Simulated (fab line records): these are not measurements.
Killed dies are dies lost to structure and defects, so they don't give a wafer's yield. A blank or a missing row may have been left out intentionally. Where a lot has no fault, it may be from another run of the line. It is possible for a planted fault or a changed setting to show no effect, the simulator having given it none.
fab line records ; flow rit_cmos ; part 1 of 2: steps 1 to 33 of 47
record lots=5; wafers=15; last_day=7
route steps=202 shown GATE@79 FOX2@80 REOX@98 NLDD@103 PLDD@114 SPACER@125
lots that met no fault: taken from a fault-free run of the same line
start_h: hours from the record's opening day to when the first of the lot's shown wafers began ; wait_h: hours since the lot's step before ; " identical to the entry in the row above ; L1.1+2: a row that stands for several wafers ; - no value, or no start was given ; * or withheld: withheld ; < > ~ a bound
route shown NAME@n: names a module that has steps shown in the file, with the first one's number in the route ; usual: mean/standard deviation of fault-free wafers ; same: alike in all rows ; chamber/n: place in a boat ; sites: the reading at each site ; _std_site: their standard deviation ; _edge_site: mean of outer sites minus mean of inner sites ; radius_mm: for every site, how far away it sits from the centre of the wafer ; mask NAME#n: copy n ; behind: the most recent tool/chamber to have shaped the wafer ; hold: the reason the lot was held/the length of the hold in hours/how it ended ; device: which transistor (n, p or np) failed to switch ; end of line: the route-end tests of the same wafers ; a step given without rows: its recipe and nothing more ; killed: dies lost to structure and defects at the first sort, not the wafer's yield ; map: the dies of a wafer, with x for killed, . for not killed, _ for no die there
set.NAME: the setting the step ran with; set.NAME@STEP: the setting that earlier step ran with ; model.NAME: the simulator's own value behind a step, which no gauge read
a table for each step, a row for each wafer; lots at some steps of the route
services: the hour from which a tool's chamber was out of use, counted from the record's first day as start_h (under 0 if before that day), plus the number of hours and why
## steps
# step RIT_GATE_CLEAN_04
# recipe chemistry=dHF; dilution=50:1; time_s=58.06; dry=n2_spin
lot.wafer;tool;chamber;start_h;wait_h
L076.3+4+6;wet_bench-04;3;46.69;0.0
L080.2+4+5;wet_bench-04;1;64.46;0.0
L082.1+3+5;wet_bench-01;3;75.03;0.0
L085.2+3+5;wet_bench-03;3;87.91;0.0
L096.1+3+5;wet_bench-01;0;143.48;0.0
# step RIT_FOX2_THK_MEAS_91
# recipe reads=SiO2_of_FOX2_OXIDATION_00
# usual FIELD_OXIDE_LEFT_2_THK=258/6.8
lot.wafer;tool;chamber;start_h;wait_h;FIELD_OXIDE_LEFT_2_THK[nm]
L076.3;film_metro-01;-;46.73;0.0;260
L076.4;film_metro-01;-;46.73;0.0;262
L076.6;film_metro-01;-;46.73;0.0;264
L080.2;film_metro-02;-;64.50;0.0;256
L080.4;film_metro-02;-;64.50;0.0;255
L080.5;film_metro-02;-;64.50;0.0;255
L082.1;film_metro-02;-;75.05;0.0;250
L082.3;film_metro-02;-;75.05;0.0;252
L082.5;film_metro-02;-;75.05;0.0;248
L085.2;film_metro-01;-;87.95;0.0;255
L085.3;film_metro-01;-;87.95;0.0;251
L085.5;film_metro-01;-;87.95;0.0;248
L096.1;film_metro-02;-;143.51;0.0;257
L096.3;film_metro-02;-;143.51;0.0;268
L096.5;film_metro-02;-;143.51;0.0;260
# step RIT_GATE_OXIDATION_05
# recipe temp_c=900; ambient=O2; target_thk_a=30; ox_time_s=270
# usual spike_tc_source_C=926.9/2.8
# same ox_time_s=270
lot.wafer;tool;chamber;start_h;wait_h;spike_tc_source_C
L076.3;furnace-01;0;47.74;1.0;924.2
L076.4;furnace-01;0;47.74;1.0;923.6
L076.6;furnace-01;0;47.74;1.0;923.5
L080.2;furnace-04;0;64.55;0.0;929.0
L080.4;furnace-04;0;64.55;0.0;930.5
L080.5;furnace-04;0;64.55;0.0;928.1
L082.1;furnace-03;0;75.96;0.9;929.9
L082.3;furnace-03;0;75.96;0.9;929.8
L082.5;furnace-03;0;75.96;0.9;927.8
L085.2;furnace-03;0;88.64;0.7;929.4
L085.3;furnace-03;0;88.64;0.7;930.4
L085.5;furnace-03;0;88.64;0.7;928.9
L096.1;furnace-03;0;143.57;0.1;930.3
L096.3;furnace-03;0;143.57;0.1;926.9
L096.5;furnace-03;0;143.57;0.1;927.9
# step RIT_GATE_ANNEAL_06
# recipe temp_c=900; time_s=600; ambient=N2O
# usual spike_tc_source_C=926.4/2.8
lot.wafer;tool;chamber;start_h;wait_h;spike_tc_source_C
L076.3;furnace-01;0;48.81;0.0;923.6
L076.4;furnace-01;0;48.81;0.0;921.9
L076.6;furnace-01;0;48.81;0.0;922.5
L080.2;furnace-04;0;65.62;0.0;929.4
L080.4;furnace-04;0;65.62;0.0;929.0
L080.5;furnace-04;0;65.62;0.0;927.7
L082.1;furnace-01;0;78.64;1.6;923.7
L082.3;furnace-01;0;78.64;1.6;924.4
L082.5;furnace-01;0;78.64;1.6;922.1
L085.2;furnace-03;0;89.71;0.0;928.3
L085.3;furnace-03;0;89.71;0.0;929.0
L085.5;furnace-03;0;89.71;0.0;927.9
L096.1;furnace-01;0;144.64;0.0;923.1
L096.3;furnace-01;0;144.64;0.0;921.5
L096.5;furnace-01;0;144.64;0.0;923.2
# step RIT_GATE_THK_MEAS_07
# recipe reads=SiO2_of_GATE_OXIDATION_05
# usual GATE_OXIDE_THK=3.04/0.07
lot.wafer;tool;chamber;start_h;wait_h;GATE_OXIDE_THK[nm]
L076.3;film_metro-02;-;49.08;0.0;2.91
L076.4;film_metro-02;-;49.08;0.0;2.89
L076.6;film_metro-02;-;49.08;0.0;2.97
L080.2;film_metro-04;-;65.88;0.0;2.96
L080.4;film_metro-04;-;65.88;0.0;3.03
L080.5;film_metro-04;-;65.88;0.0;3.03
L082.1;film_metro-01;-;78.89;0.0;3.13
L082.3;film_metro-01;-;78.89;0.0;3.11
L082.5;film_metro-01;-;78.89;0.0;3.06
L085.2;film_metro-01;-;89.97;0.0;3.07
L085.3;film_metro-01;-;89.97;0.0;3.07
L085.5;film_metro-01;-;89.97;0.0;3.02
L096.1;film_metro-04;-;144.89;0.0;3.11
L096.3;film_metro-04;-;144.89;0.0;3.12
L096.5;film_metro-04;-;144.89;0.0;3.10
# step RIT_GATE_CVD_08
# recipe material=poly-Si; target_thk_nm=250; temp_c=610; precursor=SiH4; time_s=2220; pressure_mtorr=300; sih4_flow_sccm=100
# usual spike_tc_source_C=629.7/2.8; susceptor_temp_C=610.00/0.24
lot.wafer;tool;chamber;start_h;wait_h;spike_tc_source_C;susceptor_temp_C
L076.3;lpcvd-02;0;49.12;0.0;625.1;610.37
L076.4;lpcvd-02;0;49.12;0.0;625.7;610.13
L076.6;lpcvd-02;0;49.12;0.0;627.1;609.92
L080.2;lpcvd-01;1;65.93;0.0;630.0;610.10
L080.4;lpcvd-01;1;65.93;0.0;630.5;610.21
L080.5;lpcvd-01;1;65.93;0.0;632.2;609.75
L082.1;lpcvd-02;0;78.95;0.1;626.0;609.69
L082.3;lpcvd-02;0;78.95;0.1;626.3;609.92
L082.5;lpcvd-02;0;78.95;0.1;626.8;610.28
L085.2;lpcvd-01;1;90.02;0.0;629.9;610.02
L085.3;lpcvd-01;1;90.02;0.0;630.0;609.84
L085.5;lpcvd-01;1;90.02;0.0;632.0;610.22
L096.1;lpcvd-02;0;144.95;0.1;625.7;609.88
L096.3;lpcvd-02;0;144.95;0.1;625.1;610.18
L096.5;lpcvd-02;0;144.95;0.1;626.8;609.99
# step RIT_GATE_THK_MEAS_09
# recipe reads=poly-Si_of_GATE_CVD_08
# usual GATE_POLY_THK=248.9/1.9
lot.wafer;tool;chamber;start_h;wait_h;GATE_POLY_THK[nm]
L076.3;film_metro-04;-;50.76;0.0;250.4
L076.4;film_metro-04;-;50.76;0.0;250.6
L076.6;film_metro-04;-;50.76;0.0;250.1
L080.2;film_metro-04;-;67.56;0.0;249.3
L080.4;film_metro-04;-;67.56;0.0;248.1
L080.5;film_metro-04;-;67.56;0.0;248.2
L082.1;film_metro-01;-;80.57;0.0;249.8
L082.3;film_metro-01;-;80.57;0.0;246.8
L082.5;film_metro-01;-;80.57;0.0;249.2
L085.2;film_metro-02;-;91.65;0.0;253.5
L085.3;film_metro-02;-;91.65;0.0;252.0
L085.5;film_metro-02;-;91.65;0.0;252.4
L096.1;film_metro-04;-;146.57;0.0;248.4
L096.3;film_metro-04;-;146.57;0.0;248.3
L096.5;film_metro-04;-;146.57;0.0;249.1
# step RIT_GATE_HMDS_10
# recipe prime_time_s=60; prime_temp_c=140
# same prime_time_s=60
lot.wafer;tool;chamber;start_h;wait_h
L076.3+4+6;litho_track-04;0;50.85;0.1
L080.2+4+5;litho_track-04;0;67.63;0.1
L082.1+3+5;litho_track-02;0;80.63;0.1
L085.2+3+5;litho_track-04;0;91.72;0.1
L096.1+3+5;litho_track-02;0;146.63;0.1
# step RIT_GATE_COAT_11
# recipe resist=NOVOLAK; spin_rpm=4250; resist_thk_nm=850
lot.wafer;tool;chamber;start_h;wait_h
L076.3+4+6;litho_track-04;0;51.00;0.1
L080.2+4+5;litho_track-04;0;67.78;0.1
L082.1+3+5;litho_track-02;0;80.78;0.1
L085.2+3+5;litho_track-04;0;91.87;0.1
L096.1+3+5;litho_track-02;0;146.78;0.1
# step RIT_GATE_SOFTBAKE_12
# recipe resist=NOVOLAK; temp_c=90; time_s=60
lot.wafer;tool;chamber;start_h;wait_h
L076.3+4+6;litho_track-04;0;51.15;0.1
L080.2+4+5;litho_track-04;0;67.93;0.1
L082.1+3+5;litho_track-02;0;80.93;0.1
L085.2+3+5;litho_track-04;0;92.02;0.1
L096.1+3+5;litho_track-02;0;146.93;0.1
# step RIT_GATE_EXPOSE_13
# recipe mask_id=M6; na=0.6; source_shape=conventional; sigma_outer=0.6; target_cd_nm=150; dose_mj=380
# usual exposure_dose_mJ_cm2=377.2/0.41
lot.wafer;tool;chamber;start_h;wait_h;mask;exposure_dose_mJ_cm2
L076.3;iline_stepper-02;0;51.29;0.1;M6#0;377.0
L076.4;iline_stepper-02;0;51.29;0.1;M6#0;377.6
L076.6;iline_stepper-02;0;51.29;0.1;M6#0;377.2
L080.2;iline_stepper-02;0;68.20;0.2;M6#0;376.8
L080.4;iline_stepper-02;0;68.20;0.2;M6#0;376.5
L080.5;iline_stepper-02;0;68.20;0.2;M6#0;377.2
L082.1;iline_stepper-02;0;81.20;0.2;M6#0;377.4
L082.3;iline_stepper-02;0;81.20;0.2;M6#0;377.3
L082.5;iline_stepper-02;0;81.20;0.2;M6#0;377.6
L085.2;iline_stepper-01;0;92.29;0.2;M6#0;377.6
L085.3;iline_stepper-01;0;92.29;0.2;M6#0;376.7
L085.5;iline_stepper-01;0;92.29;0.2;M6#0;377.0
L096.1;iline_stepper-01;0;147.21;0.2;M6#0;377.3
L096.3;iline_stepper-01;0;147.21;0.2;M6#0;377.5
L096.5;iline_stepper-01;0;147.21;0.2;M6#0;377.5
# step RIT_GATE_PEB_14
# recipe resist=NOVOLAK; temp_c=withheld; time_s=withheld
lot.wafer;tool;chamber;start_h;wait_h
L076.3+4+6;litho_track-02;0;51.41;0.1
L080.2+4+5;litho_track-01;0;68.33;0.1
L082.1+3+5;litho_track-02;0;81.32;0.1
L085.2+3+5;litho_track-02;0;92.41;0.1
L096.1+3+5;litho_track-02;0;147.41;0.2
# step RIT_GATE_DEVELOP_15
# recipe resist=NOVOLAK; develop_time_s=50; dev_temp_c=22.39
lot.wafer;tool;chamber;start_h;wait_h
L076.3+4+6;litho_track-02;0;-;-
L080.2+4+5;litho_track-01;0;-;-
L082.1+3+5;litho_track-02;0;-;-
L085.2+3+5;litho_track-02;0;-;-
L096.1+3+5;litho_track-02;0;-;-
# step RIT_GATE_CD_MEAS_16
# recipe target_cd_nm=150
# usual cd_nm=150.6/2.5
lot.wafer;tool;chamber;start_h;wait_h;cd_nm
L076.3;cd_sem-01;-;51.69;-;147.5
L076.4;cd_sem-01;-;51.69;-;144.1
L076.6;cd_sem-01;-;51.69;-;147.2
L080.2;cd_sem-01;-;68.60;-;149.2
L080.4;cd_sem-01;-;68.60;-;149.2
L080.5;cd_sem-01;-;68.60;-;149.3
L082.1;cd_sem-02;-;81.60;-;148.5
L082.3;cd_sem-02;-;81.60;-;148.7
L082.5;cd_sem-02;-;81.60;-;148.8
L085.2;cd_sem-01;-;92.69;-;151.4
L085.3;cd_sem-01;-;92.69;-;149.4
L085.5;cd_sem-01;-;92.69;-;151.4
L096.1;cd_sem-01;-;147.69;-;152.7
L096.3;cd_sem-01;-;147.69;-;152.0
L096.5;cd_sem-01;-;147.69;-;153.0
# step RIT_GATE_OVL_MEAS_17
# usual GATE_OVL=-0.4/1.3
lot.wafer;tool;chamber;start_h;wait_h;GATE_OVL[nm]
L076.3;overlay-02;-;51.78;0.1;-1.7
L076.4;overlay-02;-;51.78;0.1;-1.8
L076.6;overlay-02;-;51.78;0.1;-1.8
L080.2;overlay-02;-;68.71;0.1;-0.4
L080.4;overlay-02;-;68.71;0.1;1.0
L080.5;overlay-02;-;68.71;0.1;0.6
L082.1;overlay-01;-;81.72;0.1;-1.5
L082.3;overlay-01;-;81.72;0.1;-1.6
L082.5;overlay-01;-;81.72;0.1;-1.0
L085.2;overlay-01;-;92.80;0.1;0.3
L085.3;overlay-01;-;92.80;0.1;-2.1
L085.5;overlay-01;-;92.80;0.1;-1.3
L096.1;overlay-01;-;147.81;0.1;-0.6
L096.3;overlay-01;-;147.81;0.1;-3.2
L096.5;overlay-01;-;147.81;0.1;-1.4
# step RIT_GATE_HARDBAKE_18
# recipe resist=NOVOLAK; temp_c=140; time_s=60
lot.wafer;tool;chamber;start_h;wait_h
L076.3+4+6;litho_track-04;0;51.88;0.1
L080.2+4+5;litho_track-01;0;68.77;0.0
L082.1+3+5;litho_track-02;0;81.76;0.0
L085.2+3+5;litho_track-02;0;92.85;0.0
L096.1+3+5;litho_track-04;0;147.85;0.0
# step RIT_GATE_ETCH_19
# recipe chemistry=SF6/CHF3/O2; time_s=165; SF6_flow_sccm=30; CHF3_flow_sccm=30; O2_flow_sccm=5; target=poly-Si; pressure_mtorr=40; rf_w=160; target_depth_a=3125; over_etch_frac=0.25; stop_on=SiO2
# usual O2_flow_sccm=5.001/0.013; drypump_motor_current_A=5.6/0.33; oes_product_au=0.842/0.013; rf_fwd_power_W=159.4/0.5; throttle_valve_pct=10.31/0.13
lot.wafer;tool;chamber;start_h;wait_h;O2_flow_sccm;drypump_motor_current_A;oes_product_au;rf_fwd_power_W;rf_hours_counter_h;throttle_valve_pct
L076.3;rie_si-01;0;51.98;0.1;5.016;5.3;0.888;158.7;148;10.47
L076.4;rie_si-01;3;51.98;0.1;5.002;5.0;0.851;159.9;92;10.18
L076.6;rie_si-01;2;51.98;0.1;5.013;5.9;0.845;159.7;-;10.08
L080.2;rie_si-01;3;68.89;0.1;4.977;5.0;0.840;159.3;93;10.17
L080.4;rie_si-01;0;68.89;0.1;4.993;5.3;0.866;159.1;148;10.46
L080.5;rie_si-01;2;68.89;0.1;4.998;5.8;0.838;160.0;-;10.08
L082.1;rie_si-01;2;81.91;0.1;5.020;5.9;0.838;159.1;144;10.08
L082.3;rie_si-01;0;81.91;0.1;4.993;5.3;0.868;159.5;148;10.48
L082.5;rie_si-01;0;81.91;0.1;4.973;5.3;0.875;159.6;-;10.47
L085.2;rie_si-02;0;92.98;0.1;5.003;5.8;0.857;159.0;2;10.26
L085.3;rie_si-02;1;92.98;0.1;4.996;5.6;0.840;159.0;118;10.46
L085.5;rie_si-02;3;92.98;0.1;5.013;6.0;0.852;159.5;-;10.26
L096.1;rie_si-01;1;148.00;0.1;5.004;5.3;0.848;160.1;54;10.45
L096.3;rie_si-01;0;148.00;0.1;5.003;5.3;0.833;159.9;0;10.48
L096.5;rie_si-01;0;148.00;0.1;4.997;5.3;0.832;158.8;-;10.47
# step RIT_GATE_STRIP_20
# recipe chemistry=O2; time_s=180; resist=NOVOLAK; platen_temp_c=withheld; power_w=500; pressure_mtorr=4000; o2_flow_sccm=4000
# usual drypump_motor_current_A=5.99/0.28
lot.wafer;tool;chamber;start_h;wait_h;drypump_motor_current_A;rf_hours_counter_h
L076.3;plasma_asher-04;1;52.15;0.1;5.32;-
L076.4;plasma_asher-04;0;52.15;0.1;6.04;-
L076.6;plasma_asher-04;1;52.15;0.1;5.33;-
L080.2;plasma_asher-03;0;69.00;0.1;5.84;26
L080.4;plasma_asher-03;1;69.00;0.1;6.35;-
L080.5;plasma_asher-03;0;69.00;0.1;5.86;-
L082.1;plasma_asher-04;0;82.02;0.1;6.01;46
L082.3;plasma_asher-04;0;82.02;0.1;6.03;-
L082.5;plasma_asher-04;1;82.02;0.1;5.30;-
L085.2;plasma_asher-02;0;93.09;0.1;6.05;46
L085.3;plasma_asher-02;0;93.09;0.1;6.04;-
L085.5;plasma_asher-02;0;93.09;0.1;6.06;-
L096.1;plasma_asher-03;1;148.10;0.1;6.35;34
L096.3;plasma_asher-03;0;148.10;0.1;5.86;-
L096.5;plasma_asher-03;0;148.10;0.1;5.86;-
# step RIT_GATE_CD_MEAS_90
# recipe target_cd_nm=150
# usual cd_nm=150.5/2.5
lot.wafer;tool;chamber;start_h;wait_h;cd_nm
L076.3;cd_sem-02;-;52.30;0.1;147.3
L076.4;cd_sem-02;-;52.30;0.1;144.4
L076.6;cd_sem-02;-;52.30;0.1;146.9
L080.2;cd_sem-02;-;69.19;0.1;149.5
L080.4;cd_sem-02;-;69.19;0.1;149.3
L080.5;cd_sem-02;-;69.19;0.1;149.3
L082.1;cd_sem-02;-;82.19;0.1;148.8
L082.3;cd_sem-02;-;82.19;0.1;148.6
L082.5;cd_sem-02;-;82.19;0.1;148.0
L085.2;cd_sem-01;-;93.28;0.1;150.9
L085.3;cd_sem-01;-;93.28;0.1;150.0
L085.5;cd_sem-01;-;93.28;0.1;150.9
L096.1;cd_sem-01;-;148.28;0.1;152.9
L096.3;cd_sem-01;-;148.28;0.1;151.7
L096.5;cd_sem-01;-;148.28;0.1;153.2
# step RIT_REOX_CLEAN_00
# recipe chemistry=SC1; mix=3:3:50; time_s=600; temp_c=75
lot.wafer;tool;chamber;start_h;wait_h
L076.3+4+6;wet_bench-02;1;52.38;0.1
L080.2+4+5;wet_bench-04;1;69.29;0.1
L082.1+3+5;wet_bench-02;1;82.31;0.1
L085.2+3+5;wet_bench-02;0;93.38;0.1
L096.1+3+5;wet_bench-04;2;148.40;0.1
# step RIT_REOX_CLEAN_01
# recipe chemistry=dHF; dilution=50:1; time_s=30
lot.wafer;tool;chamber;start_h;wait_h
L076.3+4+6;wet_bench-03;0;52.56;0.0
L080.2+4+5;wet_bench-02;1;69.48;0.0
L082.1+3+5;wet_bench-04;0;82.49;0.0
L085.2+3+5;wet_bench-03;1;93.76;0.0
L096.1+3+5;wet_bench-03;1;148.59;0.0
# step RIT_REOX_CLEAN_02
# recipe chemistry=SC2; mix=3:3:50; time_s=600; temp_c=75; dry=n2_spin
lot.wafer;tool;chamber;start_h;wait_h
L076.3+4+6;wet_bench-04;3;52.58;0.0
L080.2+4+5;wet_bench-03;0;69.50;0.0
L082.1+3+5;wet_bench-03;2;82.50;0.0
L085.2+3+5;wet_bench-03;0;93.78;0.0
L096.1+3+5;wet_bench-04;3;148.61;0.0
# step RIT_REOX_OXIDATION_03
# recipe temp_c=900; ambient=O2; target_thk_a=252; ox_time_s=5580
# usual spike_tc_source_C=927.1/2.7
# same ox_time_s=5580
lot.wafer;tool;chamber;start_h;wait_h;spike_tc_source_C
L076.3;furnace-03;0;52.75;0.0;926.0
L076.4;furnace-03;0;52.75;0.0;927.2
L076.6;furnace-03;0;52.75;0.0;928.5
L080.2;furnace-01;0;69.69;0.0;923.2
L080.4;furnace-01;0;69.69;0.0;922.1
L080.5;furnace-01;0;69.69;0.0;924.3
L082.1;furnace-03;0;82.84;0.1;928.5
L082.3;furnace-03;0;82.84;0.1;930.0
L082.5;furnace-03;0;82.84;0.1;930.9
L085.2;furnace-03;0;94.86;0.9;928.6
L085.3;furnace-03;0;94.86;0.9;927.5
L085.5;furnace-03;0;94.86;0.9;929.3
L096.1;furnace-01;0;150.52;1.7;923.8
L096.3;furnace-01;0;150.52;1.7;923.7
L096.5;furnace-01;0;150.52;1.7;921.3
# step RIT_REOX_THK_MEAS_04
# recipe reads=SiO2_of_REOX_OXIDATION_03
# usual REOX_OXIDE_THK=25.4/0.42
lot.wafer;tool;chamber;start_h;wait_h;REOX_OXIDE_THK[nm]
L076.3;film_metro-04;-;55.32;0.0;25.9
L076.4;film_metro-04;-;55.32;0.0;25.7
L076.6;film_metro-04;-;55.32;0.0;25.5
L080.2;film_metro-01;-;72.25;0.0;25.0
L080.4;film_metro-01;-;72.25;0.0;25.4
L080.5;film_metro-01;-;72.25;0.0;24.7
L082.1;film_metro-04;-;85.39;0.0;24.5
L082.3;film_metro-04;-;85.39;0.0;25.0
L082.5;film_metro-04;-;85.39;0.0;25.0
L085.2;film_metro-03;-;97.42;0.0;25.3
L085.3;film_metro-03;-;97.42;0.0;25.6
L085.5;film_metro-03;-;97.42;0.0;25.4
L096.1;film_metro-03;-;153.07;0.0;25.4
L096.3;film_metro-03;-;153.07;0.0;25.7
L096.5;film_metro-03;-;153.07;0.0;25.3
# step RIT_NLDD_HMDS_00
# recipe prime_time_s=60; prime_temp_c=140
# same prime_time_s=60
lot.wafer;tool;chamber;start_h;wait_h
L076.3+4+6;litho_track-02;0;55.41;0.1
L080.2+4+5;litho_track-01;0;72.33;0.1
L082.1+3+5;litho_track-02;0;85.55;0.2
L085.2+3+5;litho_track-02;0;97.58;0.2
L096.1+3+5;litho_track-01;0;153.13;0.1
# step RIT_NLDD_COAT_01
# recipe resist=NOVOLAK; spin_rpm=3250; resist_thk_nm=1000
lot.wafer;tool;chamber;start_h;wait_h
L076.3+4+6;litho_track-02;0;55.56;0.1
L080.2+4+5;litho_track-01;0;72.48;0.1
L082.1+3+5;litho_track-02;0;85.70;0.1
L085.2+3+5;litho_track-02;0;97.73;0.1
L096.1+3+5;litho_track-01;0;153.28;0.1
# step RIT_NLDD_SOFTBAKE_02
# recipe resist=NOVOLAK; temp_c=90; time_s=60
lot.wafer;tool;chamber;start_h;wait_h
L076.3+4+6;litho_track-02;0;55.71;0.1
L080.2+4+5;litho_track-01;0;72.63;0.1
L082.1+3+5;litho_track-02;0;85.85;0.1
L085.2+3+5;litho_track-02;0;97.88;0.1
L096.1+3+5;litho_track-01;0;153.43;0.1
# step RIT_NLDD_EXPOSE_03
# recipe mask_id=M7; na=0.57; target_cd_nm=40700; dose_mj=250
# usual exposure_dose_mJ_cm2=250.00/0.26
lot.wafer;tool;chamber;start_h;wait_h;mask;exposure_dose_mJ_cm2
L076.3;iline_stepper-02;0;55.98;0.2;M7#0;249.82
L076.4;iline_stepper-02;0;55.98;0.2;M7#0;249.74
L076.6;iline_stepper-02;0;55.98;0.2;M7#0;249.72
L080.2;iline_stepper-02;0;72.77;0.1;M7#0;250.47
L080.4;iline_stepper-02;0;72.77;0.1;M7#0;250.38
L080.5;iline_stepper-02;0;72.77;0.1;M7#0;250.02
L082.1;iline_stepper-01;0;86.13;0.2;M7#0;250.26
L082.3;iline_stepper-01;0;86.13;0.2;M7#0;250.52
L082.5;iline_stepper-01;0;86.13;0.2;M7#0;250.15
L085.2;iline_stepper-01;0;98.15;0.2;M7#0;250.20
L085.3;iline_stepper-01;0;98.15;0.2;M7#0;249.91
L085.5;iline_stepper-01;0;98.15;0.2;M7#0;250.18
L096.1;iline_stepper-01;0;153.58;0.1;M7#0;250.02
L096.3;iline_stepper-01;0;153.58;0.1;M7#0;250.00
L096.5;iline_stepper-01;0;153.58;0.1;M7#0;249.92
# step RIT_NLDD_PEB_04
# recipe resist=NOVOLAK; temp_c=withheld; time_s=withheld
lot.wafer;tool;chamber;start_h;wait_h
L076.3+4+6;litho_track-03;0;56.10;0.1
L080.2+4+5;litho_track-03;0;72.89;0.1
L082.1+3+5;litho_track-03;0;86.24;0.1
L085.2+3+5;litho_track-03;0;98.28;0.1
L096.1+3+5;litho_track-03;0;153.69;0.1
# step RIT_NLDD_DEVELOP_05
# recipe resist=NOVOLAK; develop_time_s=50; dev_temp_c=23
lot.wafer;tool;chamber;start_h;wait_h
L076.3+4+6;litho_track-03;0;-;-
L080.2+4+5;litho_track-03;0;-;-
L082.1+3+5;litho_track-03;0;-;-
L085.2+3+5;litho_track-03;0;-;-
L096.1+3+5;litho_track-03;0;-;-
# step RIT_NLDD_OVL_MEAS_06
# usual NLDD_OVL=1.3/1.5
lot.wafer;tool;chamber;start_h;wait_h;NLDD_OVL[nm]
L076.3;overlay-01;-;56.35;-;2.5
L076.4;overlay-01;-;56.35;-;0.6
L076.6;overlay-01;-;56.35;-;3.5
L080.2;overlay-01;-;73.16;-;0.0
L080.4;overlay-01;-;73.16;-;1.8
L080.5;overlay-01;-;73.16;-;0.0
L082.1;overlay-01;-;86.53;-;0.5
L082.3;overlay-01;-;86.53;-;0.8
L082.5;overlay-01;-;86.53;-;1.5
L085.2;overlay-02;-;98.54;-;-0.1
L085.3;overlay-02;-;98.54;-;0.1
L085.5;overlay-02;-;98.54;-;-0.2
L096.1;overlay-02;-;153.98;-;2.9
L096.3;overlay-02;-;153.98;-;1.5
L096.5;overlay-02;-;153.98;-;1.3
# step RIT_NLDD_HARDBAKE_07
# recipe resist=NOVOLAK; temp_c=140; time_s=60
lot.wafer;tool;chamber;start_h;wait_h
L076.3+4+6;litho_track-02;0;56.42;0.1
L080.2+4+5;litho_track-01;0;73.21;0.0
L082.1+3+5;litho_track-01;0;86.56;0.0
L085.2+3+5;litho_track-01;0;98.60;0.0
L096.1+3+5;litho_track-01;0;154.01;0.0
# step RIT_NLDD_IMPLANT_08
# recipe species=P; energy_kev=20; dose_cm2=5e+14; tilt_deg=7
lot.wafer;tool;chamber;start_h;wait_h
L076.3+4+6;implanter-04;0;56.57;0.1
L080.2+4+5;implanter-04;0;73.36;0.1
L082.1+3+5;implanter-04;0;86.71;0.1
L085.2+3+5;implanter-04;0;98.75;0.1
L096.1+3+5;implanter-03;0;154.16;0.1
